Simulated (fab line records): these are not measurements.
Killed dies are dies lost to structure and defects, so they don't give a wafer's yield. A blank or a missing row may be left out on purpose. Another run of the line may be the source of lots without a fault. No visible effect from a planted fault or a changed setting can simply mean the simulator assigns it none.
fab line records	flow rit_cmos
[record] lots = 7	wafers = 21	last_day = 7
route steps=202 shown NSD@139 PSD@142 M1@202
lots untouched by any fault: they come from a run of this same line in which no faults occurred
start_h: hours from the record's opening day to when the first of the lot's shown wafers began	wait_h: time in hours since the lot's previous step	" unchanged from the row above	L1.1+2: one row covering several wafers at once	- no value, or no start was given	* or withheld: withheld	< > ~ a bound
route shown NAME@n: NAME is a module with steps in the file, n the number in the route of the first one	usual: mean and standard deviation over wafers with no fault	same: alike in all rows	chamber/n: place in a boat	sites: the reading at each site	_std_site: the standard deviation of these	_edge_site: outer sites' mean less inner sites'	radius_mm: for every site, how far away it sits from the centre of the wafer	mask NAME#n: copy n	behind: the tool/chamber that last shaped the wafer	hold: what put the lot on hold/how long, in hours/how the hold closed	device: names the non-switching transistor (n, p or np)	end of line: the tests these same wafers got at the end of their route	where a step has no rows: the recipe by itself	killed: not the wafer's yield, but the dies lost to structure and defects at the first sort	map: shows each die of a wafer: x if killed, . if not, _ if none is there
set.NAME: the setting as run; set.NAME@STEP: as run at that earlier step	model.NAME: the simulator's own value behind a step, which no gauge read
lots at selected steps of the route; one table per step, one row per wafer
services: a tool's chamber out of use, with start hour (start_h, from the record's first day; less than 0 if before it), hours out, and reason
[[steps]]
[step RIT_NSD_IMPLANT_08]
[recipe] species = P	energy_kev = 25	dose_cm2 = 1e+15	tilt_deg = 7
[step RIT_NSD_STRIP_09]
[recipe] chemistry = O2	time_s = 180	resist = NOVOLAK	platen_temp_c = withheld	power_w = 500	pressure_mtorr = 4000	o2_flow_sccm = 4000
[usual] chamber_pressure_mTorr = 4000/3.5	drypump_motor_current_A = 5.6/0.41	rf_refl_power_W = 6.0/1.6
lot.wafer	tool	chamber	start_h	wait_h	chamber_pressure_mTorr	drypump_motor_current_A	rf_hours_counter_h	rf_refl_power_W
L955.2	plasma_asher-04	0	64.32	0.1	3996	5.5	27	4.8
L955.5	"	0	"	"	4000	5.5	-	5.1
L955.6	"	1	"	"	3997	6.0	-	8.6
L956.2	plasma_asher-03	0	67.23	0.1	4003	5.6	42	5.8
L956.3	"	0	"	"	3997	5.6	-	5.7
L956.5	"	0	"	"	4001	5.7	-	5.4
L957.1	plasma_asher-03	0	72.18	0.1	4000	5.7	43	5.5
L957.2	"	1	"	"	4007	5.5	43	8.6
L957.5	"	1	"	"	3998	5.5	-	8.6
L966.2	plasma_asher-04	0	118.76	0.1	3996	5.5	34	4.9
L966.4	"	1	"	"	3998	6.1	-	8.1
L966.6	"	1	"	"	3999	6.0	-	8.3
L971.2	plasma_asher-02	1	139.47	0.1	3998	6.0	3	5.9
L971.4	"	1	"	"	4005	6.0	-	6.1
L971.6	"	0	"	"	4001	5.0	-	4.5
L973.3	plasma_asher-03	0	152.27	0.1	4002	5.7	-	5.9
L973.5	"	0	"	"	4004	5.7	-	5.7
L973.6	"	1	"	"	4004	5.5	-	8.7
L976.3	plasma_asher-04	1	165.54	0.1	4005	6.0	-	8.7
L976.4	"	0	"	"	3994	5.5	-	4.8
L976.5	"	0	"	"	4001	5.5	-	4.8
[step RIT_NSD_TW_MEAS_10]
[usual] NSD_TW = 3058/36
lot.wafer	tool	chamber	start_h	wait_h	NSD_TW
L955.2	film_metro-02	-	64.50	0.1	3047
L955.5	"	-	"	"	3033
L955.6	"	-	"	"	3036
L956.2	film_metro-03	-	67.41	0.1	3045
L956.3	"	-	"	"	3014
L956.5	"	-	"	"	3036
L957.1	film_metro-03	-	72.35	0.1	3026
L957.2	"	-	"	"	3042
L957.5	"	-	"	"	3019
L966.2	film_metro-03	-	118.95	0.1	3046
L966.4	"	-	"	"	3050
L966.6	"	-	"	"	3044
L971.2	film_metro-04	-	139.65	0.1	3112
L971.4	"	-	"	"	3113
L971.6	"	-	"	"	3101
L973.3	film_metro-03	-	152.41	0.1	3037
L973.5	"	-	"	"	3049
L973.6	"	-	"	"	3027
L976.3	film_metro-03	-	165.67	0.1	3024
L976.4	"	-	"	"	3027
L976.5	"	-	"	"	3024
[step RIT_PSD_HMDS_00]
[recipe] prime_time_s = 60	prime_temp_c = 140
[step RIT_PSD_COAT_01]
[recipe] resist = NOVOLAK	spin_rpm = 3250	resist_thk_nm = 1000
[step RIT_PSD_SOFTBAKE_02]
[recipe] resist = NOVOLAK	temp_c = 90	time_s = 60
[step RIT_PSD_EXPOSE_03]
[recipe] mask_id = M10	na = 0.57	target_cd_nm = 40900	dose_mj = 250
[step RIT_PSD_PEB_04]
[recipe] resist = NOVOLAK	temp_c = withheld	time_s = withheld
[step RIT_PSD_DEVELOP_05]
[recipe] resist = NOVOLAK	develop_time_s = 50	dev_temp_c = 23
[step RIT_PSD_OVL_MEAS_06]
[usual] PSD_OVL = -0.2/1.4
lot.wafer	tool	chamber	start_h	wait_h	PSD_OVL[nm]
L955.2	overlay-01	-	65.53	-	1.0
L955.5	"	-	"	"	1.7
L955.6	"	-	"	"	1.3
L956.2	overlay-02	-	68.45	-	-0.5
L956.3	"	-	"	"	-0.2
L956.5	"	-	"	"	-1.0
L957.1	overlay-02	-	73.26	-	0.0
L957.2	"	-	"	"	0.0
L957.5	"	-	"	"	0.4
L966.2	overlay-01	-	119.98	-	0.5
L966.4	"	-	"	"	-0.1
L966.6	"	-	"	"	1.2
L971.2	overlay-02	-	140.56	-	-2.2
L971.4	"	-	"	"	-1.5
L971.6	"	-	"	"	-0.4
L973.3	overlay-01	-	153.71	-	0.0
L973.5	"	-	"	"	1.3
L973.6	"	-	"	"	0.9
L976.3	overlay-01	-	166.81	-	1.1
L976.4	"	-	"	"	0.9
L976.5	"	-	"	"	0.2
[step RIT_PSD_HARDBAKE_07]
[recipe] resist = NOVOLAK	temp_c = 140	time_s = 60
[step RIT_PSD_IMPLANT_08]
[recipe] species = BF2	energy_kev = 27	dose_cm2 = 5e+15	tilt_deg = 7
[step RIT_PSD_STRIP_09]
[recipe] chemistry = O2	time_s = 180	resist = NOVOLAK	platen_temp_c = withheld	power_w = 500	pressure_mtorr = 4000	o2_flow_sccm = 4000
[usual] chamber_pressure_mTorr = 4000/3.5	drypump_motor_current_A = 5.4/0.5	rf_refl_power_W = 6.1/1.4
lot.wafer	tool	chamber	start_h	wait_h	chamber_pressure_mTorr	drypump_motor_current_A	rf_hours_counter_h	rf_refl_power_W	model.NOVOLAK_of_PSD_COAT_01.thk_nm
L955.2	plasma_asher-01	1	65.86	0.1	-	-	-	-	888
L955.5	"	0	"	"	-	-	-	-	885
L955.6	"	1	"	"	-	-	-	-	887.4
L956.2	plasma_asher-03	1	68.78	0.1	-	-	-	-	887.8
L956.3	"	0	"	"	-	-	-	-	887.4
L956.5	"	0	"	"	-	-	-	-	886.9
L957.1	plasma_asher-03	0	73.60	0.1	-	-	-	-	886.9
L957.2	"	1	"	"	-	-	-	-	889.7
L957.5	"	0	"	"	-	-	-	-	889.5
L966.2	plasma_asher-01	0	120.31	0.1	4000	4.7	48	5.1	0
L966.4	"	1	"	"	4000	6.0	-	5.6	0
L966.6	"	0	"	"	3998	4.7	-	5.4	0
L971.2	plasma_asher-02	0	140.89	0.1	4002	5.0	3	4.1	0
L971.4	"	0	"	"	4001	5.0	-	4.3	0
L971.6	"	1	"	"	3998	6.0	-	6.1	0
L973.3	plasma_asher-02	0	154.10	0.1	4010	5.0	-	4.4	0
L973.5	"	0	"	"	4001	5.0	-	4.3	0
L973.6	"	1	"	"	3998	6.0	-	6.0	0
L976.3	plasma_asher-03	1	167.19	0.1	4004	5.5	-	8.9	0
L976.4	"	0	"	"	3999	5.7	-	5.8	0
L976.5	"	0	"	"	3997	5.7	-	5.8	0
[step RIT_PSD_TW_MEAS_10]
[usual] PSD_TW = 3362/32
lot.wafer	tool	chamber	start_h	wait_h	PSD_TW
L955.2	film_metro-03	-	66.05	0.1	3337
L955.5	"	-	"	"	3345
L955.6	"	-	"	"	3347
L956.2	film_metro-03	-	68.97	0.1	3348
L956.3	"	-	"	"	3363
L956.5	"	-	"	"	3363
L957.1	film_metro-02	-	73.78	0.1	3343
L957.2	"	-	"	"	3335
L957.5	"	-	"	"	3356
L966.2	film_metro-03	-	120.49	0.1	3345
L966.4	"	-	"	"	3353
L966.6	"	-	"	"	3341
L971.2	film_metro-03	-	141.07	0.1	3354
L971.4	"	-	"	"	3357
L971.6	"	-	"	"	3342
L973.3	film_metro-04	-	154.23	0.1	3415
L973.5	"	-	"	"	3424
L973.6	"	-	"	"	3410
L976.3	film_metro-03	-	167.33	0.1	3358
L976.4	"	-	"	"	3334
L976.5	"	-	"	"	3347
[step RIT_M1_PROBE_99]
[usual] killed_at_contacts = 0.1/0.34	killed_at_front_end = 7.0/2.9	killed_dies = 7.2/2.9	killed_on_rim = 2.1/1.4	killed_open = 3.6/1.9	killed_short = 3.5/2.1
[same] gross_dies = 264	killed_at_M0_to_M3 = 0	killed_at_M4_up = 0	killed_at_back_side = 0	killed_at_other = 0
lot.wafer	tool	chamber	start_h	wait_h	killed_at_contacts	killed_at_front_end	killed_dies	killed_on_rim	killed_open	killed_short
L955.2	prober-02	-	73.83	0.1	0	264	264	70	5	7
L955.5	prober-02	-	73.98	0.2	0	264	264	70	6	6
L955.6	prober-02	-	74.03	0.2	0	264	264	70	7	2
L956.2	prober-01	-	77.05	0.1	0	264	264	70	3	1
L956.3	prober-01	-	77.10	0.2	0	264	264	70	2	1
L956.5	prober-01	-	77.20	0.2	0	264	264	70	4	7
L957.1	prober-01	-	81.88	0.1	0	264	264	70	2	2
L957.2	prober-01	-	81.93	0.1	0	264	264	70	3	2
L957.5	prober-01	-	82.08	0.2	0	264	264	70	6	6
L966.2	prober-02	-	128.76	0.1	0	7	7	1	2	5
L966.4	prober-02	-	128.86	0.2	0	3	3	1	2	1
L966.6	prober-02	-	128.96	0.2	0	10	10	5	6	4
L976.3	prober-02	-	175.78	0.2	0	12	12	3	4	8
L976.4	prober-02	-	175.83	0.2	0	3	3	0	1	2
L976.5	prober-02	-	175.88	0.2	0	7	7	4	4	3
// killed by level:class
L955.2 SDANNEAL:area_rta=252 GATE:geometric_particle:short=5 FOX2:geometric_particle:open=2 GATE:geometric_particle:open=2 REOX:geometric_particle:short=2 SILICIDE:geometric_particle:open=1
L955.5 SDANNEAL:area_rta=252 GATE:geometric_particle:open=4 FOX1:geometric_particle:short=1 FOX2:geometric_particle:short=1 GATE:geometric_particle:short=1 REOX:geometric_particle:short=1 SILICIDE:geometric_particle:short=1 SPACER:geometric_particle:open=1
L955.6 SDANNEAL:area_rta=255 SPACER:geometric_particle:open=3 GATE:geometric_particle:open=2 FOX1:geometric_particle:open=1 GATE:geometric_particle:short=1 REOX:geometric_particle:short=1 SILICIDE:geometric_particle:open=1
L956.2 SDANNEAL:area_rta=259 GATE:geometric_particle:open=1 REOX:geometric_particle:open=1 SPACER:geometric_particle:open=1 SPACER:geometric_particle:short=1 PLDD:coat_microbubble_printed=1
L956.3 SDANNEAL:area_rta=261 FOX2:geometric_particle:open=1 SPACER:geometric_particle:short=1 SILICIDE:geometric_particle:open=1
L956.5 SDANNEAL:area_rta=253 SPACER:geometric_particle:open=3 FOX1:geometric_particle:short=2 SPACER:geometric_particle:short=2 GATE:geometric_particle:short=1 REOX:geometric_particle:short=1 SILICIDE:geometric_particle:short=1 SILICIDE:geometric_particle:open=1
L957.1 SDANNEAL:area_rta=260 REOX:geometric_particle:short=2 REOX:geometric_particle:open=2
L957.2 SDANNEAL:area_rta=259 FOX1:geometric_particle:short=2 GATE:geometric_particle:open=1 REOX:geometric_particle:open=1 SILICIDE:geometric_particle:open=1
L957.5 SDANNEAL:area_rta=252 GATE:geometric_particle:open=5 GATE:geometric_particle:short=3 REOX:geometric_particle:short=2 SILICIDE:geometric_particle:open=1 SILICIDE:geometric_particle:short=1
L966.2 GATE:geometric_particle:short=3 REOX:geometric_particle:short=2 SPACER:geometric_particle:open=1 SILICIDE:geometric_particle:open=1
L966.4 FOX1:geometric_particle:open=1 REOX:geometric_particle:open=1 SILICIDE:geometric_particle:short=1
L966.6 FOX1:geometric_particle:open=2 GATE:geometric_particle:short=2 REOX:geometric_particle:open=2 GATE:geometric_particle:open=1 REOX:geometric_particle:short=1 SPACER:geometric_particle:short=1 SILICIDE:geometric_particle:open=1
L976.3 GATE:geometric_particle:short=2 REOX:geometric_particle:open=2 SPACER:geometric_particle:short=2 FOX1:geometric_particle:short=1 FOX2:geometric_particle:short=1 FOX2:geometric_particle:open=1 REOX:geometric_particle:short=1 SPACER:geometric_particle:open=1
L976.4 FOX1:geometric_particle:short=1 GATE:geometric_particle:short=1 SPACER:geometric_particle:open=1
L976.5 FOX1:geometric_particle:short=1 FOX2:geometric_particle:open=1 GATE:geometric_particle:short=1 GATE:geometric_particle:open=1 REOX:geometric_particle:open=1 SPACER:geometric_particle:short=1 SPACER:geometric_particle:open=1
// map L955.2 (x killed, . not)
________xxxxxxx_______
_____xxxxxxxxxxxxx____
____xxxxxxxxxxxxxxx___
___xxxxxxxxxxxxxxxxx__
__xxxxxxxxxxxxxxxxxxx_
__xxxxxxxxxxxxxxxxxxx_
_xxxxxxxxxxxxxxxxxxxxx
_xxxxxxxxxxxxxxxxxxxxx
_xxxxxxxxxxxxxxxxxxxxx
_xxxxxxxxxxxxxxxxxxxxx
__xxxxxxxxxxxxxxxxxxx_
__xxxxxxxxxxxxxxxxxxx_
___xxxxxxxxxxxxxxxxx__
____xxxxxxxxxxxxxxx___
_____xxxxxxxxxxxxx____
________xxxxxxx_______
// map L956.2 (x killed, . not)
________xxxxxxx_______
_____xxxxxxxxxxxxx____
____xxxxxxxxxxxxxxx___
___xxxxxxxxxxxxxxxxx__
__xxxxxxxxxxxxxxxxxxx_
__xxxxxxxxxxxxxxxxxxx_
_xxxxxxxxxxxxxxxxxxxxx
_xxxxxxxxxxxxxxxxxxxxx
_xxxxxxxxxxxxxxxxxxxxx
_xxxxxxxxxxxxxxxxxxxxx
__xxxxxxxxxxxxxxxxxxx_
__xxxxxxxxxxxxxxxxxxx_
___xxxxxxxxxxxxxxxxx__
____xxxxxxxxxxxxxxx___
_____xxxxxxxxxxxxx____
________xxxxxxx_______
[[services]]
tool	chamber	start_h	hours	kind
plasma_asher-03	-	107.97	28.1	pm
plasma_asher-02	-	108.75	9.0	pm
plasma_asher-02	0	108.75	9.0	vent_cycle
plasma_asher-02	1	108.75	9.0	vent_cycle
plasma_asher-02	0	117.75	-	clean
plasma_asher-02	1	117.75	-	clean
plasma_asher-03	-	136.07	14.6	pm
plasma_asher-04	-	138.04	2.8	pm
plasma_asher-03	-	162.26	1.3	repair
[[key]]
[first_sign] step = RIT_PSD_STRIP_09	reading = tool_record	direction = missing
[effect] step = RIT_M1_PROBE_99	reading = killed_dies	direction = up	sigmas = 89	usual = 7.2	struck = 264
[model_effect] step = RIT_PSD_STRIP_09	value = NOVOLAK_of_PSD_COAT_01.thk_nm	without = 0	struck = 887.6
[more_kills_born_at] RIT_SDANNEAL_RTA_03@rtp_anneal-02 = 1530	RIT_SDANNEAL_RTA_03@rtp_anneal-01 = 773
met_at RIT_PSD_STRIP_09
struck_wafers L955.2,L955.5,L955.6,L956.2,L956.3,L956.5,L957.1,L957.2,L957.5
later_rows_left_out L955.2,L955.5,L955.6,L956.2,L956.3,L956.5,L957.1,L957.2,L957.5
tester_left_out L955,L956,L957
[fault] kind = skipped_step_whole	tool = plasma_asher-01,plasma_asher-03	chamber = -	onset_h = 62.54	steps = RIT_PSD_STRIP_09	scope = struck_lots_only
// tester_left_out: of these lots the tester's yield and bins aren't shown, on N5 and GAA mostly nor the transistor test; their killed dies are dies lost to structure and defects alone, not to doping, threshold or leakage, so they don't give the yield
// later_rows_left_out: the simulator's readings of these wafers behind a module that went badly wrong aren't trusted and aren't shown, but for the sort
